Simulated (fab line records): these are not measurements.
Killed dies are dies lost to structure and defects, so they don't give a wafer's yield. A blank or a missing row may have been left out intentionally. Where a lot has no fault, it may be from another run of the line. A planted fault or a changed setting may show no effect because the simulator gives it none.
Commonality check across tools | flow ritCmos | Sampled: 14 lots, 48 wafers

## REASON FOR OPENING
On 2 of the 14 lots, a flag is raised at RIT_GATE_CD_MEAS_16 on the reading cdNm. No-fault wafers: 149 nm, standard deviation 3.
Rule: a lot is flagged in two cases, either no wafer of it has a number, or all its wafers with numbers fall more than 4 standard deviations from that mean. All remaining lots are regarded as sound.

lot  | measured    | on       | cdNm (nm), wafer by wafer | flag
L843 | day 2 18:22 | cdSem-01 | 151 150 151               | 
L844 | day 2 23:38 | cdSem-01 | 146 148 146               | 
L845 | day 3 07:56 | cdSem-02 | 146 145 145               | 
L846 | day 3 11:26 | cdSem-01 | 147 148 148               | 
L847 | day 3 17:25 | cdSem-01 | 153 149 150               | 
L848 | day 3 19:09 | cdSem-02 | 142 142 144               | 
L849 | day 3 23:17 | cdSem-01 | 143 144 144               | 
L853 | day 4 14:52 | cdSem-01 | 62 61 62 62 61 62         | FLAGGED
L857 | day 5 10:06 | cdSem-01 | 74 74 77 73 75 77         | FLAGGED
L860 | day 6 03:04 | cdSem-01 | 150 150 148               | 
L862 | day 6 11:50 | cdSem-02 | 153 153 153               | 
L863 | day 6 16:32 | cdSem-02 | 148 148 146               | 
L864 | day 6 20:37 | cdSem-02 | 149 147 147               | 
L866 | day 7 07:11 | cdSem-01 | 144 149 147               | 
On average the flagged lots' numbers are 68 nm, which is -81 nm against the usual, or -27 standard deviations.

## LOT BY LOT: THE TOOL USED
The record keeps 1 process step preceding the reading, out of 202 steps on the route. Each cell gives the tool, then ch followed by the chambers the sampled wafers passed through, then the start.
lot  | flag    | RIT_GATE_COAT_11
L843 |         | lithoTrack-01 ch 0, day 2 17:40
L844 |         | lithoTrack-04 ch 0, day 2 22:49
L845 |         | lithoTrack-01 ch 0, day 3 07:14
L846 |         | lithoTrack-04 ch 0, day 3 10:37
L847 |         | lithoTrack-01 ch 0, day 3 16:43
L848 |         | lithoTrack-04 ch 0, day 3 18:23
L849 |         | lithoTrack-02 ch 0, day 3 22:22
L853 | FLAGGED | lithoTrack-02 ch 0, day 4 14:11
L857 | FLAGGED | lithoTrack-02 ch 0, day 5 09:24
L860 |         | lithoTrack-04 ch 0, day 6 02:22
L862 |         | lithoTrack-04 ch 0, day 6 11:05
L863 |         | lithoTrack-04 ch 0, day 6 15:50
L864 |         | lithoTrack-04 ch 0, day 6 19:47
L866 |         | lithoTrack-01 ch 0, day 7 06:22
What is done by these steps:
- RIT_GATE_COAT_11: resist thk 850 nm.
- RIT_GATE_CD_MEAS_16: target cd 150 nm.

## FLAGGED AGAINST TOTAL, ONE TOOL AT A TIME (gauges that did the reading follow at the end)
step                | tool          | lots run | flagged | share of the flagged lots | sound lots run after its first flagged lot
RIT_GATE_COAT_11    | lithoTrack-01 | 4        | 0       | none                      | -
RIT_GATE_COAT_11    | lithoTrack-02 | 3        | 2       | all                       | 0
RIT_GATE_COAT_11    | lithoTrack-04 | 7        | 0       | none                      | -
RIT_GATE_CD_MEAS_16 | cdSem-01      | 9        | 2       | all                       | 2 (L860,L866)
RIT_GATE_CD_MEAS_16 | cdSem-02      | 5        | 0       | none                      | -

## THE TABLE: WHAT IT ALLOWS
Rows of the table that ran all the flagged lots, 2 in number: lithoTrack-02 at RIT_GATE_COAT_11; cdSem-01 at RIT_GATE_CD_MEAS_16.
- lithoTrack-02 at RIT_GATE_COAT_11 ran 3 lots, 2 of them flagged. Its last sound lot is L849 (day 3 22:22), its first flagged lot L853 (day 4 14:11): a fault that began between those two fits.
- cdSem-01 at RIT_GATE_CD_MEAS_16 ran 9 lots, 2 of them flagged. Lots that were sound ran on it after the first flagged one (L860, L866); a persistent fault on the entire tool would not allow that.
What remains is a single tool, lithoTrack-02 at RIT_GATE_COAT_11.

## WHAT HAD BEEN PUT IN BY THE SIMULATOR
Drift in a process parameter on lithoTrack-02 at RIT_GATE_COAT_11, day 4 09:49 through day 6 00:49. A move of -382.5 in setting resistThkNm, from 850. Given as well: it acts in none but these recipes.
Struck lots among those shown: L853, L857. The rule given above showed the same thing.
